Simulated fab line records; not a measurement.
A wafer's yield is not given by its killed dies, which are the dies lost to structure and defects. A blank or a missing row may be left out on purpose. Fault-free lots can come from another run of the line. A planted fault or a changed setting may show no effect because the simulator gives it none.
fab line records	flow rit_cmos
record lots=5	wafers=23
route steps=202 shown ACTIVE@4 NWELL@36 PWELL@47 WELLDRIVE@50 NRETRO@54 PRETRO@65 GATE@81 NLDD@111 M1@202
start_h: start of the lot's first displayed wafer, in hours after the record's first day	wait_h: how many hours have passed since the lot's step before this one	" as in the row above	L1.1+2: one row covering several wafers at once	- either no value or no given start	* or withheld: withheld	< > ~ a bound
route shown NAME@n: names a module that has steps shown in the file, with the first one's number in the route	usual: mean and standard deviation over wafers with no fault	same: alike in all rows	chamber/n: place in a boat	sites: readings site by site	_std_site: the standard deviation of these	_edge_site: inner sites' mean taken away from outer sites' mean	radius_mm: how far each site lies from the wafer's centre	mask NAME#n: copy n	behind: the most recent tool/chamber to have shaped the wafer	hold: cause of the lot's hold/its duration in hours/its outcome	device: whichever transistor did not switch (one of n, p or np)	end of line: the route-end tests of the same wafers	where a step has no rows: the recipe by itself	killed: not the wafer's yield, but the dies lost to structure and defects at the first sort	map: dies across one wafer; x = killed, . = not, _ = none there
set.NAME: the setting as run; set.NAME@STEP: as run at that earlier step	model.NAME: the simulator's own value behind a step, which no gauge read
lots where settings were altered on purpose, with a table for each step and a row for each wafer
## steps
# step RIT_ACTIVE_CVD_03
# recipe material=Si3N4	target_thk_nm=150	temp_c=810	precursor=SiH2Cl2/NH3	time_s=1500	pressure_mtorr=300	sih2cl2_flow_sccm=60	nh3_flow_sccm=150
lot.wafer	tool	chamber	start_h	wait_h	set.temp_c	model.Si3N4_of_ACTIVE_CVD_03.thk_nm
L074.1+3	-	-	-	0.1	810	153.1
L074.2	"	-	"	"	810	153.4
L074.5	"	-	"	"	810	153.3
L074.6	"	-	"	"	810	153.7
L080.2	-	-	-	0.0	803.7	134.9
L080.3	"	-	"	"	803.7	135.3
L080.4	"	-	"	"	803.7	135.1
L080.5	"	-	"	"	803.7	134.1
L080.6	"	-	"	"	803.7	135.2
L083.1	-	-	-	0.2	833.6	228.3
L083.2	"	-	"	"	833.6	227.2
L083.3	"	-	"	"	833.6	228
L083.4	"	-	"	"	833.6	228.4
L083.6	"	-	"	"	833.6	227.5
L084.2	lpcvd-02	1	62.11	0.0	810	151.5
L084.4	"	1	"	"	810	152.1
L084.5	"	1	"	"	810	150.3
L085.1	-	-	-	0.1	789	102.8
L085.2	"	-	"	"	789	103.4
L085.4	"	-	"	"	789	103.8
L085.5	"	-	"	"	789	103.6
L085.6	"	-	"	"	789	102.5
# step RIT_ACTIVE_THK_MEAS_04
# recipe reads=Si3N4_of_ACTIVE_CVD_03
# usual ACTIVE_NITRIDE_THK=151.1/1.3
lot.wafer	tool	chamber	start_h	wait_h	set.temp_c@ACTIVE_CVD_03	ACTIVE_NITRIDE_THK[nm]
L074.1	film_metro-02	-	-	-	810	153.1
L074.2	"	-	"	"	810	153.4
L074.3	"	-	"	"	810	153.2
L074.5	"	-	"	"	810	153.3
L074.6	"	-	"	"	810	153.9
L080.2	film_metro-04	-	-	-	803.7	134.9
L080.3	"	-	"	"	803.7	135.3
L080.4	"	-	"	"	803.7	135.1
L080.5	"	-	"	"	803.7	134.1
L080.6	"	-	"	"	803.7	135.2
L083.1	film_metro-04	-	-	-	833.6	228.3
L083.2	"	-	"	"	833.6	227.3
L083.3	"	-	"	"	833.6	227.8
L083.4	"	-	"	"	833.6	228.5
L083.6	"	-	"	"	833.6	227.6
L084.2	film_metro-02	-	64.25	0.0	810	151.5
L084.4	"	-	"	"	810	152.2
L084.5	"	-	"	"	810	150.3
L085.1	film_metro-02	-	-	-	789	102.8
L085.2	"	-	"	"	789	103.5
L085.4	"	-	"	"	789	103.7
L085.5	"	-	"	"	789	103.6
L085.6	"	-	"	"	789	102.5
# step RIT_ACTIVE_ETCH_13
# recipe stop_on=SiO2	chemistry=SF6	target=Si3N4	time_s=210	over_etch_frac=0.4	SF6_flow_sccm=200	pressure_mtorr=260	rf_w=125	target_depth_a=2100
# usual oes_product_au=0.826/0.011
lot.wafer	tool	chamber	start_h	wait_h	set.rf_w	set.temp_c@ACTIVE_CVD_03	oes_product_au	model.NOVOLAK_of_ACTIVE_COAT_06.thk_nm	model.ACTIVE.feature_depth_nm	model.etch.depth_nm
L074.1	rie_diel-04	1	14.71	0.1	115.6	810	0.825	672.2	153.1	153.1
L074.2	"	0	"	"	125	810	0.845	655.2	155	153.4
L074.3	"	3	"	"	115.6	810	0.831	674.1	153.1	153.1
L074.5	"	1	"	"	115.6	810	0.836	677.6	153.3	153.3
L074.6	"	2	"	"	125	810	0.816	664.9	153.7	153.7
L080.2	rie_diel-03	3	45.23	0.1	125	803.7	0.775	659.8	134.9	134.9
L080.3	"	2	"	"	125	803.7	0.787	656.5	135.3	135.3
L080.4	"	0	"	"	125	803.7	0.784	652.6	135.1	135.1
L080.5	"	0	"	"	125	803.7	0.777	652.2	134.1	134.1
L080.6	"	1	"	"	125	803.7	0.793	658.3	135.2	135.2
L083.1	rie_diel-03	1	60.70	0.1	116.7	833.6	0.970	677.4	190.7	190.7
L083.2	"	2	"	"	116.7	833.6	0.957	677.3	193.4	193.4
L083.3	"	0	"	"	125	833.6	1.004	660.8	208.2	208.2
L083.4	"	3	"	"	125	833.6	0.985	667.7	204	204
L083.6	"	0	"	"	125	833.6	1.019	657.4	209.4	209.4
L084.2	rie_diel-03	2	65.42	0.1	125	810	0.837	655.4	151.5	151.5
L084.4	"	0	"	"	125	810	0.848	656.1	152.1	152.1
L084.5	"	2	"	"	125	810	0.833	658.2	150.3	150.3
L085.1	rie_diel-04	1	70.54	0.1	112.2	789	0.684	677.4	102.8	102.8
L085.2	"	3	"	"	125	789	0.687	659.8	103.4	103.4
L085.4	"	2	"	"	112.2	789	0.674	684.9	103.8	103.8
L085.5	"	3	"	"	112.2	789	0.685	679.8	103.6	103.6
L085.6	"	0	"	"	125	789	0.677	650.9	104.2	102.5
# step RIT_NWELL_IMPLANT_08
# recipe species=P	energy_kev=170	dose_cm2=5e+13	tilt_deg=7
lot.wafer	tool	chamber	start_h	wait_h	set.dose_cm2
L074.1+2	implanter-03	0	20.80	0.2	4.783e+13
L074.3+5+6	"	0	"	"	5e+13
L080.2+3+4+5+6	implanter-03	0	51.23	0.2	5e+13
L083.1+2+6	implanter-01	0	66.94	0.2	4.778e+13
L083.3+4	"	0	"	"	5e+13
L084.2+4+5	implanter-01	0	71.55	0.2	5e+13
L085.1+2+4+5+6	implanter-01	0	76.25	0.2	5e+13
# step RIT_PWELL_IMPLANT_08
# recipe species=B	energy_kev=170	dose_cm2=7e+13	tilt_deg=7
lot.wafer	tool	chamber	start_h	wait_h	set.dose_cm2
L074.1+2+6	implanter-02	0	22.35	0.2	7.519e+13
L074.3+5	"	0	"	"	7e+13
L080.2+3+6	implanter-01	0	52.90	0.2	6.554e+13
L080.4+5	"	0	"	"	7e+13
L083.1+2+3+4+6	implanter-01	0	68.69	0.2	7e+13
L084.2+4+5	implanter-02	0	73.30	0.2	7e+13
L085.1+2	implanter-04	0	77.92	0.2	7.355e+13
L085.4+5+6	"	0	"	"	7e+13
# step RIT_PWELL_STRIP_09
# recipe chemistry=O2	time_s=180	resist=NOVOLAK	platen_temp_c=withheld	power_w=500	pressure_mtorr=4000	o2_flow_sccm=4000
# step RIT_WELLDRIVE_ANNEAL_00
# recipe temp_c=1100	time_s=14700	ambient=N2
# step RIT_WELLDRIVE_RS_MEAS_01
# recipe thk_meas_gauge=four-point-probe
# usual NWELL_RS=275.4/0.81
lot.wafer	tool	chamber	start_h	wait_h	set.dose_cm2@NWELL_IMPLANT_08	NWELL_RS[ohm/sq]
L074.1	film_metro-03	-	28.30	0.0	4.783e+13	281.6
L074.2	"	-	"	"	4.783e+13	282.7
L074.3	"	-	"	"	5e+13	274.6
L074.5	"	-	"	"	5e+13	274.3
L074.6	"	-	"	"	5e+13	274.5
L080.2	film_metro-01	-	58.37	0.0	5e+13	275.8
L080.3	"	-	"	"	5e+13	276.1
L080.4	"	-	"	"	5e+13	274.3
L080.5	"	-	"	"	5e+13	275.9
L080.6	"	-	"	"	5e+13	275.9
L083.1	film_metro-03	-	74.19	0.0	4.778e+13	283.8
L083.2	"	-	"	"	4.778e+13	283.2
L083.3	"	-	"	"	5e+13	275.9
L083.4	"	-	"	"	5e+13	276.0
L083.6	"	-	"	"	4.778e+13	283.7
L084.2	film_metro-01	-	80.54	0.0	5e+13	274.3
L084.4	"	-	"	"	5e+13	275.3
L084.5	"	-	"	"	5e+13	275.1
L085.1	film_metro-04	-	83.39	0.0	5e+13	277.0
L085.2	"	-	"	"	5e+13	276.2
L085.4	"	-	"	"	5e+13	275.8
L085.5	"	-	"	"	5e+13	276.0
L085.6	"	-	"	"	5e+13	276.8
# step RIT_WELLDRIVE_RS_MEAS_02
# recipe thk_meas_gauge=four-point-probe
# usual PWELL_RS=428.9/2
lot.wafer	tool	chamber	start_h	wait_h	set.dose_cm2@PWELL_IMPLANT_08	PWELL_RS[ohm/sq]
L074.1	film_metro-03	-	28.42	0.1	7.519e+13	411.9
L074.2	"	-	"	"	7.519e+13	411.6
L074.3	"	-	"	"	7e+13	430.3
L074.5	"	-	"	"	7e+13	430.9
L074.6	"	-	"	"	7.519e+13	411.6
L080.2	film_metro-01	-	58.49	0.1	6.554e+13	446.7
L080.3	"	-	"	"	6.554e+13	445.0
L080.4	"	-	"	"	7e+13	428.6
L080.5	"	-	"	"	7e+13	427.3
L080.6	"	-	"	"	6.554e+13	447.3
L083.1	film_metro-03	-	74.31	0.1	7e+13	425.3
L083.2	"	-	"	"	7e+13	424.9
L083.3	"	-	"	"	7e+13	426.2
L083.4	"	-	"	"	7e+13	426.1
L083.6	"	-	"	"	7e+13	425.0
L084.2	film_metro-01	-	80.66	0.1	7e+13	428.6
L084.4	"	-	"	"	7e+13	428.7
L084.5	"	-	"	"	7e+13	428.6
L085.1	film_metro-04	-	83.51	0.1	7.355e+13	415.1
L085.2	"	-	"	"	7.355e+13	414.4
L085.4	"	-	"	"	7e+13	429.0
L085.5	"	-	"	"	7e+13	428.5
L085.6	"	-	"	"	7e+13	428.6
# step RIT_NRETRO_COAT_01
# recipe resist=NOVOLAK	spin_rpm=2000	resist_thk_nm=1300
lot.wafer	tool	chamber	start_h	wait_h	set.spin_rpm	model.NOVOLAK_of_NRETRO_COAT_01.thk_nm
L074.1	litho_track-01	0	28.69	0.1	2000	1305
L074.2	"	0	"	"	1928	1329
L074.3+6	"	0	"	"	2000	1306
L074.5	"	0	"	"	1928	1330
L080.2	litho_track-04	0	58.76	0.1	2118	1258
L080.3	"	0	"	"	2118	1261
L080.4	"	0	"	"	2118	1262
L080.5	"	0	"	"	2000	1300
L080.6	"	0	"	"	2000	1298
L083.1	litho_track-04	0	74.58	0.1	2000	1302
L083.2	"	0	"	"	2000	1299
L083.3	"	0	"	"	2000	1298
L083.4	"	0	"	"	2000	1301
L083.6	"	0	"	"	2000	1300
L084.2	litho_track-04	0	80.93	0.1	2000	1299
L084.4+5	"	0	"	"	2000	1298
L085.1+4	litho_track-04	0	83.78	0.1	2000	1300
L085.2	"	0	"	"	1856	1349
L085.5	"	0	"	"	1856	1350
L085.6	"	0	"	"	1856	1352
# step RIT_NRETRO_SOFTBAKE_02
# recipe resist=NOVOLAK	temp_c=90	time_s=60
# step RIT_NRETRO_EXPOSE_03
# recipe mask_id=M4	na=0.57	target_cd_nm=43900	dose_mj=250
# step RIT_NRETRO_DEVELOP_05
# recipe resist=NOVOLAK	develop_time_s=68	dev_temp_c=23
# step RIT_NRETRO_HARDBAKE_07
# recipe resist=NOVOLAK	temp_c=140	time_s=120
lot.wafer	tool	chamber	start_h	wait_h	set.spin_rpm@NRETRO_COAT_01	model.NOVOLAK_of_NRETRO_COAT_01.thk_nm
L074.1	litho_track-01	0	29.58	0.0	2000	1141
L074.2+5	"	0	"	"	1928	1162
L074.3+6	"	0	"	"	2000	1142
L080.2	litho_track-04	0	59.67	0.1	2118	1101
L080.3	"	0	"	"	2118	1103
L080.4	"	0	"	"	2118	1104
L080.5	"	0	"	"	2000	1137
L080.6	"	0	"	"	2000	1135
L083.1+4	litho_track-04	0	75.53	0.1	2000	1138
L083.2	"	0	"	"	2000	1136
L083.3	"	0	"	"	2000	1135
L083.6	"	0	"	"	2000	1137
L084.2	litho_track-02	0	81.71	0.1	2000	1136
L084.4+5	"	0	"	"	2000	1135
L085.1+4	litho_track-04	0	84.73	0.0	2000	1137
L085.2	"	0	"	"	1856	1179
L085.5	"	0	"	"	1856	1180
L085.6	"	0	"	"	1856	1181
# step RIT_NRETRO_IMPLANT_08
# recipe species=P	energy_kev=70	dose_cm2=1e+13	tilt_deg=7
lot.wafer	tool	chamber	start_h	wait_h	set.energy_kev	model.implant.rp_nm	model.implant.drp_nm
L074.1+6	implanter-01	0	29.83	0.2	72.3	89.1	34.87
L074.2+3+5	"	0	"	"	70	86.19	33.94
L080.2+5+6	implanter-02	0	59.90	0.2	68.9	82.31	33.49
L080.3+4	"	0	"	"	70	83.66	33.94
L083.1+3+6	implanter-02	0	75.78	0.2	70	85.65	33.94
L083.2+4	"	0	"	"	73.31	89.82	35.28
L084.2+4+5	implanter-01	0	81.95	0.2	70	85.76	33.94
L085.1+6	implanter-03	0	84.98	0.2	71.62	85.92	34.6
L085.2+4+5	"	0	"	"	70	83.92	33.94
# step RIT_PRETRO_COAT_01
# recipe resist=NOVOLAK	spin_rpm=2000	resist_thk_nm=1300
lot.wafer	tool	chamber	start_h	wait_h	set.spin_rpm	model.NOVOLAK_of_PRETRO_COAT_01.thk_nm
L074.1	litho_track-03	0	30.37	0.1	2052	1291
L074.2	"	0	"	"	2000	1307
L074.3+6	"	0	"	"	2000	1308
L074.5	"	0	"	"	2052	1285
L080.2	litho_track-02	0	60.44	0.1	2000	1299
L080.3+6	"	0	"	"	1913	1330
L080.4	"	0	"	"	1913	1336
L080.5	"	0	"	"	2000	1302
L083.1	litho_track-02	0	76.31	0.1	1925	1329
L083.2+4	"	0	"	"	1925	1330
L083.3	"	0	"	"	2000	1305
L083.6	"	0	"	"	2000	1303
L084.2	litho_track-03	0	82.48	0.1	2000	1305
L084.4+5	"	0	"	"	2000	1304
L085.1+6	litho_track-03	0	85.52	0.1	1933	1323
L085.2	"	0	"	"	2000	1301
L085.4	"	0	"	"	1933	1325
L085.5	"	0	"	"	2000	1304
# step RIT_PRETRO_SOFTBAKE_02
# recipe resist=NOVOLAK	temp_c=90	time_s=60
# step RIT_PRETRO_EXPOSE_03
# recipe mask_id=M5	na=0.57	target_cd_nm=43700	dose_mj=250
# step RIT_PRETRO_DEVELOP_05
# recipe resist=NOVOLAK	develop_time_s=68	dev_temp_c=23
# step RIT_PRETRO_HARDBAKE_07
# recipe resist=NOVOLAK	temp_c=140	time_s=120
lot.wafer	tool	chamber	start_h	wait_h	set.spin_rpm@PRETRO_COAT_01	model.NOVOLAK_of_PRETRO_COAT_01.thk_nm
L074.1	litho_track-01	0	31.19	0.1	2052	1129
L074.2+3	"	0	"	"	2000	1143
L074.5	"	0	"	"	2052	1124
L074.6	"	0	"	"	2000	1144
L080.2	litho_track-02	0	61.22	0.1	2000	1136
L080.3	"	0	"	"	1913	1162
L080.4	"	0	"	"	1913	1168
L080.5	"	0	"	"	2000	1139
L080.6	"	0	"	"	1913	1163
L083.1	litho_track-03	0	77.08	0.0	1925	1162
L083.2+4	"	0	"	"	1925	1163
L083.3	"	0	"	"	2000	1141
L083.6	"	0	"	"	2000	1140
L084.2+4	litho_track-02	0	83.39	0.1	2000	1141
L084.5	"	0	"	"	2000	1140
L085.1	litho_track-02	0	86.41	0.0	1933	1157
L085.2	"	0	"	"	2000	1138
L085.4	"	0	"	"	1933	1158
L085.5	"	0	"	"	2000	1141
L085.6	"	0	"	"	1933	1156
# step RIT_GATE_OXIDATION_05
# recipe temp_c=900	ambient=O2	target_thk_a=30	ox_time_s=270
lot.wafer	tool	chamber	start_h	wait_h	set.ox_time_s	model.SiO2_of_GATE_OXIDATION_05.thk_nm
L074.1	-	-	-	0.1	306	3.357
L074.2	"	-	"	"	306	3.387
L074.3	"	-	"	"	306	3.341
L074.5	"	-	"	"	306	3.396
L074.6	"	-	"	"	306	3.334
L080.2	-	-	-	0.0	253.9	2.884
L080.3	"	-	"	"	253.9	2.926
L080.4	"	-	"	"	253.9	2.903
L080.5	"	-	"	"	253.9	2.888
L080.6	"	-	"	"	253.9	2.882
L083.1	-	-	-	0.1	257.7	2.951
L083.2	"	-	"	"	257.7	2.93
L083.3	"	-	"	"	257.7	2.965
L083.4	"	-	"	"	257.7	2.957
L083.6	"	-	"	"	257.7	2.979
L084.2	furnace-01	0	84.48	0.0	270	2.995
L084.4	"	0	"	"	270	3.005
L084.5	"	0	"	"	270	2.986
L085.1	-	-	-	0.1	300.3	3.204
L085.2	"	-	"	"	300.3	3.196
L085.4	"	-	"	"	300.3	3.23
L085.5	"	-	"	"	300.3	3.176
L085.6	"	-	"	"	300.3	3.222
# step RIT_GATE_ANNEAL_06
# recipe temp_c=900	time_s=600	ambient=N2O
# step RIT_GATE_THK_MEAS_07
# recipe reads=SiO2_of_GATE_OXIDATION_05
# usual GATE_OXIDE_THK=3.02/0.061
lot.wafer	tool	chamber	start_h	wait_h	set.ox_time_s@GATE_OXIDATION_05	GATE_OXIDE_THK[nm]
L074.1	film_metro-04	-	33.65	0.0	306	3.36
L074.2	"	-	"	"	306	3.36
L074.3	"	-	"	"	306	3.37
L074.5	"	-	"	"	306	3.36
L074.6	"	-	"	"	306	3.32
L080.2	film_metro-03	-	63.64	0.0	253.9	2.93
L080.3	"	-	"	"	253.9	2.89
L080.4	"	-	"	"	253.9	2.91
L080.5	"	-	"	"	253.9	2.89
L080.6	"	-	"	"	253.9	2.90
L083.1	film_metro-04	-	79.54	0.0	257.7	2.98
L083.2	"	-	"	"	257.7	2.90
L083.3	"	-	"	"	257.7	2.98
L083.4	"	-	"	"	257.7	3.00
L083.6	"	-	"	"	257.7	2.93
L084.2	film_metro-02	-	85.81	0.0	270	3.00
L084.4	"	-	"	"	270	2.99
L084.5	"	-	"	"	270	3.00
L085.1	film_metro-02	-	88.88	0.0	300.3	3.23
L085.2	"	-	"	"	300.3	3.15
L085.4	"	-	"	"	300.3	3.22
L085.5	"	-	"	"	300.3	3.15
L085.6	"	-	"	"	300.3	3.25
# step RIT_GATE_COAT_11
# recipe resist=NOVOLAK	spin_rpm=4250	resist_thk_nm=850
lot.wafer	tool	chamber	start_h	wait_h	set.resist_thk_nm	model.NOVOLAK_of_GATE_COAT_11.thk_nm
L074.1	litho_track-03	0	35.53	0.1	850	852.3
L074.2	"	0	"	"	850	851.5
L074.3	"	0	"	"	897.2	901.3
L074.5	"	0	"	"	897.2	897.7
L074.6	"	0	"	"	850	851.9
L080.2	litho_track-02	0	66.90	0.1	869	869.6
L080.3+5	"	0	"	"	850	852.4
L080.4	"	0	"	"	850	851.3
L080.6	"	0	"	"	869	874.3
L083.1	litho_track-04	0	82.33	0.1	850	849.4
L083.2	"	0	"	"	803.6	800.5
L083.3	"	0	"	"	850	846.7
L083.4	"	0	"	"	803.6	801.1
L083.6	"	0	"	"	803.6	801.6
L084.2	litho_track-03	0	89.74	0.1	850	852.7
L084.4	"	0	"	"	850	851.5
L084.5	"	0	"	"	850	856.4
L085.1	litho_track-04	0	93.35	0.1	812.3	811.9
L085.2	"	0	"	"	812.3	812.6
L085.4	"	0	"	"	812.3	814.4
L085.5	"	0	"	"	850	850.8
L085.6	"	0	"	"	850	853.5
# step RIT_GATE_DEVELOP_15
# recipe resist=NOVOLAK	develop_time_s=50	dev_temp_c=23
lot.wafer	tool	chamber	start_h	wait_h	set.develop_time_s
L074.1+3+5	litho_track-03	0	-	-	50
L074.2+6	"	0	"	"	52.25
L080.2+3+4+5+6	litho_track-04	0	-	-	50
L083.1+4	litho_track-03	0	-	-	52.76
L083.2+3+6	"	0	"	"	50
L084.2+4+5	litho_track-03	0	-	-	50
L085.1+2+6	litho_track-03	0	-	-	43.44
L085.4+5	"	0	"	"	50
# step RIT_GATE_HARDBAKE_18
# recipe resist=NOVOLAK	temp_c=140	time_s=60
lot.wafer	tool	chamber	start_h	wait_h	set.resist_thk_nm@GATE_COAT_11	model.NOVOLAK_of_GATE_COAT_11.thk_nm
L074.1	litho_track-03	0	36.39	0.0	850	754.5
L074.2	"	0	"	"	850	753.7
L074.3	"	0	"	"	897.2	797.4
L074.5	"	0	"	"	897.2	794.3
L074.6	"	0	"	"	850	754.1
L080.2	litho_track-04	0	67.75	0.0	869	769.7
L080.3+5	"	0	"	"	850	754.6
L080.4	"	0	"	"	850	753.7
L080.6	"	0	"	"	869	773.8
L083.1	litho_track-03	0	83.20	0.0	850	751.9
L083.2	"	0	"	"	803.6	709.2
L083.3	"	0	"	"	850	749.6
L083.4	"	0	"	"	803.6	709.6
L083.6	"	0	"	"	803.6	710.1
L084.2	litho_track-03	0	90.72	0.0	850	754.8
L084.4	"	0	"	"	850	753.8
L084.5	"	0	"	"	850	758
L085.1	litho_track-03	0	94.46	0.2	812.3	719.2
L085.2	"	0	"	"	812.3	719.8
L085.4	"	0	"	"	812.3	721.3
L085.5	"	0	"	"	850	753.1
L085.6	"	0	"	"	850	755.6
# step RIT_GATE_ETCH_19
# recipe chemistry=SF6/CHF3/O2	time_s=165	SF6_flow_sccm=30	CHF3_flow_sccm=30	O2_flow_sccm=5	target=poly-Si	pressure_mtorr=40	rf_w=160	target_depth_a=3125	over_etch_frac=0.25	stop_on=SiO2
lot.wafer	tool	chamber	start_h	wait_h	set.resist_thk_nm@GATE_COAT_11	model.NOVOLAK_of_GATE_COAT_11.thk_nm
L074.1	rie_si-01	3	36.54	0.1	850	669.9
L074.2	"	0	"	"	850	671.5
L074.3	"	1	"	"	897.2	715.3
L074.5	"	3	"	"	897.2	709.3
L074.6	"	0	"	"	850	672.3
L080.2	rie_si-01	3	67.88	0.1	869	685.5
L080.3	"	2	"	"	850	675.1
L080.4	"	1	"	"	850	670.1
L080.5	"	2	"	"	850	675.4
L080.6	"	1	"	"	869	690.8
L083.1	rie_si-02	3	83.35	0.1	850	671
L083.2	"	2	"	"	803.6	629.8
L083.3	"	1	"	"	850	667.1
L083.4	"	0	"	"	803.6	630.7
L083.6	"	3	"	"	803.6	629.1
L084.2	rie_si-01	3	90.84	0.1	850	669.4
L084.4	"	1	"	"	850	670.6
L084.5	"	1	"	"	850	674.3
L085.1	rie_si-02	1	94.61	0.1	812.3	636.7
L085.2	"	0	"	"	812.3	639.9
L085.4	"	3	"	"	812.3	641
L085.5	"	0	"	"	850	673.4
L085.6	"	1	"	"	850	673.5
# step RIT_NLDD_IMPLANT_08
# recipe species=P	energy_kev=20	dose_cm2=5e+14	tilt_deg=7
lot.wafer	tool	chamber	start_h	wait_h	set.dose_cm2
L074.1+6	implanter-03	0	42.55	0.1	5e+14
L074.2+3+5	"	0	"	"	5.236e+14
L080.2+4	implanter-03	0	72.54	0.1	4.627e+14
L080.3+5+6	"	0	"	"	5e+14
L083.1+6	implanter-03	0	87.76	0.1	4.719e+14
L083.2+3+4	"	0	"	"	5e+14
L084.2+4+5	implanter-03	0	95.72	0.1	5e+14
L085.1+2	implanter-03	0	99.15	0.1	4.717e+14
L085.4+5+6	"	0	"	"	5e+14
# step RIT_M1_PROBE_99
lot.wafer	tool	chamber	start_h	wait_h	set.develop_time_s@GATE_DEVELOP_15	model.etest.nmos_0p15.drive_ua_um	model.etest.nmos_0p15.r_on_ohm_um	model.etest.nmos_0p3.r_on_ohm_um
L074.1	prober-02	-	58.93	0.1	50	388.8	1243	2406
L074.2	prober-02	-	58.98	0.1	52.25	415.3	1212	2381
L074.3	prober-02	-	59.03	0.2	50	377.6	1284	2370
L074.5	prober-02	-	59.13	0.2	50	359.3	1321	2389
L074.6	prober-02	-	59.18	0.2	52.25	416.9	1200	2343
L080.2	prober-02	-	89.21	0.1	50	457.7	1217	2186
L080.3	prober-02	-	89.26	0.2	50	483	1119	2092
L080.4	prober-02	-	89.31	0.2	50	462.3	1182	2211
L080.5	prober-02	-	89.36	0.2	50	464	1196	2187
L080.6	prober-02	-	89.41	0.2	50	476.5	1152	2101
L083.1+4	prober-01	-	103.57	0.1	52.76	-	-	-
L083.2	prober-01	-	103.62	0.1	50	-	-	-
L083.3	prober-01	-	103.67	0.2	50	476.5	1161	2156
L083.6	prober-01	-	103.82	0.2	50	488.1	1178	2199
L084.2	prober-02	-	112.55	0.1	50	476.2	1082	2116
L084.4	prober-02	-	112.65	0.2	50	466.2	1103	2134
L084.5	prober-02	-	112.70	0.2	50	476.6	1084	2120
L085.1	prober-01	-	114.43	0.1	43.44	367.8	1429	2531
L085.2	prober-01	-	114.48	0.1	43.44	369.1	1438	2526
L085.4	prober-01	-	114.58	0.2	50	471.7	1212	2296
L085.5	prober-01	-	114.63	0.2	50	435.8	1257	2326
# killed by level:class
L084.2 GATE:geometric_particle:short=2 GATE:geometric_particle:open=2 FOX1:geometric_particle:short=1 FOX1:geometric_particle:open=1 SPACER:geometric_particle:open=1 SPACER:geometric_particle:short=1
L084.4 SPACER:geometric_particle:open=2 SILICIDE:geometric_particle:short=2 GATE:geometric_particle:short=1
L084.5 REOX:geometric_particle:short=3 GATE:geometric_particle:open=3 SPACER:geometric_particle:short=2 REOX:geometric_particle:open=1
## key
split step=RIT_ACTIVE_CVD_03	setting=temp_c	stated=810	by=lot
response step=RIT_ACTIVE_CVD_03	reading=model.Si3N4_of_ACTIVE_CVD_03.thk_nm	change=+22.9	per=1%	r=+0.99
response step=RIT_ACTIVE_THK_MEAS_04	reading=ACTIVE_NITRIDE_THK	change=+23	per=1%	r=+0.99
response step=RIT_ACTIVE_ETCH_13	reading=oes_product_au	change=+0.0555	per=1%	r=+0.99
response step=RIT_ACTIVE_ETCH_13	reading=model.ACTIVE.feature_depth_nm	change=+17.8	per=1%	r=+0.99
response step=RIT_ACTIVE_ETCH_13	reading=model.etch.depth_nm	change=+17.8	per=1%	r=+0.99
split step=RIT_ACTIVE_ETCH_13	setting=rf_w	stated=125	by=wafer
response step=RIT_ACTIVE_ETCH_13	reading=model.NOVOLAK_of_ACTIVE_COAT_06.thk_nm	change=-2.29	per=1%	r=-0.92
split step=RIT_NWELL_IMPLANT_08	setting=dose_cm2	stated=5e+13	by=wafer
response step=RIT_WELLDRIVE_RS_MEAS_01	reading=NWELL_RS	change=-1.75	per=1%	r=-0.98
split step=RIT_PWELL_IMPLANT_08	setting=dose_cm2	stated=7e+13	by=wafer
response step=RIT_WELLDRIVE_RS_MEAS_02	reading=PWELL_RS	change=-2.71	per=1%	r=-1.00
split step=RIT_NRETRO_COAT_01	setting=spin_rpm	stated=2000	by=wafer
response step=RIT_NRETRO_COAT_01	reading=model.NOVOLAK_of_NRETRO_COAT_01.thk_nm	change=-6.73	per=1%	r=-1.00
response step=RIT_NRETRO_HARDBAKE_07	reading=model.NOVOLAK_of_NRETRO_COAT_01.thk_nm	change=-5.8	per=1%	r=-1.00
split step=RIT_NRETRO_IMPLANT_08	setting=energy_kev	stated=70	by=wafer
response step=RIT_NRETRO_IMPLANT_08	reading=model.implant.rp_nm	change=+0.878	per=1%	r=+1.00
response step=RIT_NRETRO_IMPLANT_08	reading=model.implant.drp_nm	change=+0.285	per=1%	r=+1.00
split step=RIT_PRETRO_COAT_01	setting=spin_rpm	stated=2000	by=wafer
response step=RIT_PRETRO_COAT_01	reading=model.NOVOLAK_of_PRETRO_COAT_01.thk_nm	change=-6.95	per=1%	r=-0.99
response step=RIT_PRETRO_HARDBAKE_07	reading=model.NOVOLAK_of_PRETRO_COAT_01.thk_nm	change=-5.98	per=1%	r=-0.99
split step=RIT_GATE_OXIDATION_05	setting=ox_time_s	stated=270	by=lot
response step=RIT_GATE_OXIDATION_05	reading=model.SiO2_of_GATE_OXIDATION_05.thk_nm	change=+0.0211	per=1%	r=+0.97
response step=RIT_GATE_THK_MEAS_07	reading=GATE_OXIDE_THK	change=+0.0204	per=1%	r=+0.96
split step=RIT_GATE_COAT_11	setting=resist_thk_nm	stated=850	by=wafer
response step=RIT_GATE_COAT_11	reading=model.NOVOLAK_of_GATE_COAT_11.thk_nm	change=+8.66	per=1%	r=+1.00
response step=RIT_GATE_HARDBAKE_18	reading=model.NOVOLAK_of_GATE_COAT_11.thk_nm	change=+7.59	per=1%	r=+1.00
response step=RIT_GATE_ETCH_19	reading=model.NOVOLAK_of_GATE_COAT_11.thk_nm	change=+7.35	per=1%	r=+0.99
split step=RIT_GATE_DEVELOP_15	setting=develop_time_s	stated=50	by=wafer
response step=RIT_M1_PROBE_99	reading=model.etest.nmos_0p3.r_on_ohm_um	change=-15.3	per=1%	r=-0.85
response step=RIT_M1_PROBE_99	reading=model.etest.nmos_0p15.r_on_ohm_um	change=-15.4	per=1%	r=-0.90
response step=RIT_M1_PROBE_99	reading=model.etest.nmos_0p15.drive_ua_um	change=+6.82	per=1%	r=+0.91
split step=RIT_NLDD_IMPLANT_08	setting=dose_cm2	stated=5e+14	by=wafer
response none in this file
